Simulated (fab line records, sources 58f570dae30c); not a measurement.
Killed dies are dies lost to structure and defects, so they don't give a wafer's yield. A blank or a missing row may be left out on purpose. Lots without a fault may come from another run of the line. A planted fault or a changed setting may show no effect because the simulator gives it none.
Which tool did it? | flow berkeley_cmos170 | 14 lots, 42 wafers sampled, at 3 steps of a route of 331

WHAT THE GAUGES READ, wafer by wafer
UCB170_M2_CD_MEAS_90: target cd 700 nm.
lot  | measured     | on        | cd_nm (nm)
L196 | day 9 11:07  | cd_sem-02 | 691 701 691
L199 | day 9 19:13  | cd_sem-02 | 698 698 699
L198 | day 9 19:27  | cd_sem-01 | 694 693 706
L201 | day 9 21:53  | cd_sem-01 | 706 708 699
L200 | day 9 21:59  | cd_sem-02 | 696 706 707
L202 | day 10 05:38 | cd_sem-02 | 712 702 703
L205 | day 10 19:01 | cd_sem-01 | 707 700 705
L204 | day 10 20:23 | cd_sem-01 | 706 704 696
L211 | day 11 10:50 | cd_sem-01 | 710 710 712
L209 | day 11 12:29 | cd_sem-01 | 697 698 702
L214 | day 12 11:11 | cd_sem-02 | 684 680 677
L215 | day 13 01:55 | cd_sem-01 | 681 686 678
L216 | day 13 05:49 | cd_sem-01 | 707 701 701
L217 | day 13 13:56 | cd_sem-01 | 706 699 705

WHICH TOOL RAN EACH LOT (tool, then ch and the chambers of the sampled wafers, then the start)
lot  | UCB170_M2_METAL_ETCH_18           | UCB170_M2_STRIP_19
L196 | rie_metal-04 ch 0,1, day 9 10:51  | plasma_asher-01 ch 0,1, day 9 11:01
L199 | rie_metal-01 ch 0, day 9 18:56    | plasma_asher-01 ch 0,1, day 9 19:07
L198 | rie_metal-04 ch 0,1, day 9 19:10  | plasma_asher-04 ch 0,1, day 9 19:21
L201 | rie_metal-01 ch 0,1, day 9 21:35  | plasma_asher-03 ch 0,1, day 9 21:46
L200 | rie_metal-04 ch 0,1, day 9 21:42  | plasma_asher-01 ch 0,1, day 9 21:53
L202 | rie_metal-01 ch 0,1, day 10 05:19 | plasma_asher-03 ch 1, day 10 05:31
L205 | rie_metal-04 ch 0,1, day 10 18:43 | plasma_asher-03 ch 0, day 10 18:54
L204 | rie_metal-01 ch 0,1, day 10 20:05 | plasma_asher-01 ch 0,1, day 10 20:17
L211 | rie_metal-01 ch 1, day 11 10:22   | plasma_asher-04 ch 0,1, day 11 10:44
L209 | rie_metal-04 ch 0,1, day 11 12:10 | plasma_asher-04 ch 0,1, day 11 12:22
L214 | rie_metal-01 ch 0,1, day 12 10:54 | plasma_asher-01 ch 0,1, day 12 11:05
L215 | rie_metal-01 ch 0,1, day 13 01:34 | plasma_asher-01 ch 0,1, day 13 01:49
L216 | rie_metal-04 ch 0,1, day 13 05:32 | plasma_asher-04 ch 0,1, day 13 05:43
L217 | rie_metal-03 ch 0,1, day 13 13:39 | plasma_asher-03 ch 0,1, day 13 13:50
- UCB170_M2_METAL_ETCH_18: etches Al in Cl2/BCl3, stops on SiO2, target depth 1170 nm, time 195 s.
- UCB170_M2_STRIP_19: strips in O2.

WHAT THE TOOLS THEMSELVES READ (means of the sampled wafers that have a number; where no wafer has one, the mark that the record gives instead)
UCB170_M2_METAL_ETCH_18.
lot  | tool         | drypump_motor_current_A (A) | oes_product_au (a.u.) | rf_fwd_power_W (W) | throttle_valve_pct (%)
L196 | rie_metal-04 | 5.7                         | 0.836                 | 597.3              | 24.0
L199 | rie_metal-01 | 5.7                         | 0.859                 | 599.1              | 24.6
L198 | rie_metal-04 | 5.7                         | 0.834                 | 596.6              | 24.0
L201 | rie_metal-01 | 5.9                         | 0.834                 | 598.1              | 24.2
L200 | rie_metal-04 | 5.8                         | 0.849                 | 597.5              | 24.0
L202 | rie_metal-01 | 5.8                         | 0.856                 | 596.8              | 24.5
L205 | rie_metal-04 | 5.8                         | 0.843                 | 597.2              | 24.0
L204 | rie_metal-01 | 5.9                         | 0.844                 | 596.9              | 24.2
L211 | rie_metal-01 | 6.0                         | 0.845                 | 598.9              | 24.0
L209 | rie_metal-04 | 5.7                         | 0.833                 | 597.9              | 24.0
L214 | rie_metal-01 | 5.8                         | 0.843                 | 597.0              | 24.5
L215 | rie_metal-01 | 5.8                         | 0.845                 | 600.1              | 24.5
L216 | rie_metal-04 | 5.7                         | 0.847                 | 597.7              | 24.0
L217 | rie_metal-03 | 6.2                         | 0.871                 | 597.2              | 24.6

UCB170_M2_STRIP_19.
lot  | tool            | drypump_motor_current_A (A) | o2_flow_sccm (sccm) | oes_product_au (a.u.)
L196 | plasma_asher-01 | 5.82                        | 400.0               | 0.520
L199 | plasma_asher-01 | 5.68                        | 399.9               | 0.535
L198 | plasma_asher-04 | 6.06                        | 399.8               | 0.521
L201 | plasma_asher-03 | 5.65                        | 401.5               | 0.537
L200 | plasma_asher-01 | 5.83                        | 399.8               | 0.522
L202 | plasma_asher-03 | 5.55                        | 402.8               | 0.547
L205 | plasma_asher-03 | 5.78                        | 399.9               | 0.523
L204 | plasma_asher-01 | 5.68                        | 400.1               | 0.538
L211 | plasma_asher-04 | 6.18                        | 399.3               | 0.545
L209 | plasma_asher-04 | 6.05                        | 399.5               | 0.533
L214 | plasma_asher-01 | 5.67                        | 399.1               | 0.316
L215 | plasma_asher-01 | 5.67                        | 399.5               | 0.318
L216 | plasma_asher-04 | 6.09                        | 400.6               | 0.549
L217 | plasma_asher-03 | 5.71                        | 401.2               | 0.558

THE ANSWER, worked out from the rows above alone
Rule: what is usual is taken from the lots themselves. Put in order of their means at a reading, lots are off if they are a third of the lots or fewer, leave a main group of 4 or more, and stand apart from it by a gap of 3 or more times the standard deviation of the main group's means; of several such gaps the widest counts. A main group whose means are all the same, to the digits that the tables above print for the reading, isn't used. A lot without any number at a reading at which 4 lots or more have one is off too. The other lots that the step has rows for count as sound. The gauges are gone through in route order, then the tools' own readings, and for those a lot's mean is taken as printed above. The first step at which some lot is off is used, and at that step the reading that is off furthest; a lot without a number counts as furthest.
Off: L214, L215, at UCB170_M2_CD_MEAS_90 (cd_nm). The main group: mean 702 nm, standard deviation 4.1.
A tool fits if, at a process step before that reading, it ran every lot that is off, and no sound lot after the first of them. The gauges at UCB170_M2_CD_MEAS_90 aren't tried: what is off there is off at UCB170_M2_STRIP_19 too, on other tools, and a gauge's error can't cause that. Can't be told from this: 2 tools fit, rie_metal-01 at UCB170_M2_METAL_ETCH_18, plasma_asher-01 at UCB170_M2_STRIP_19.

WHAT THE SIMULATOR HAD PUT IN
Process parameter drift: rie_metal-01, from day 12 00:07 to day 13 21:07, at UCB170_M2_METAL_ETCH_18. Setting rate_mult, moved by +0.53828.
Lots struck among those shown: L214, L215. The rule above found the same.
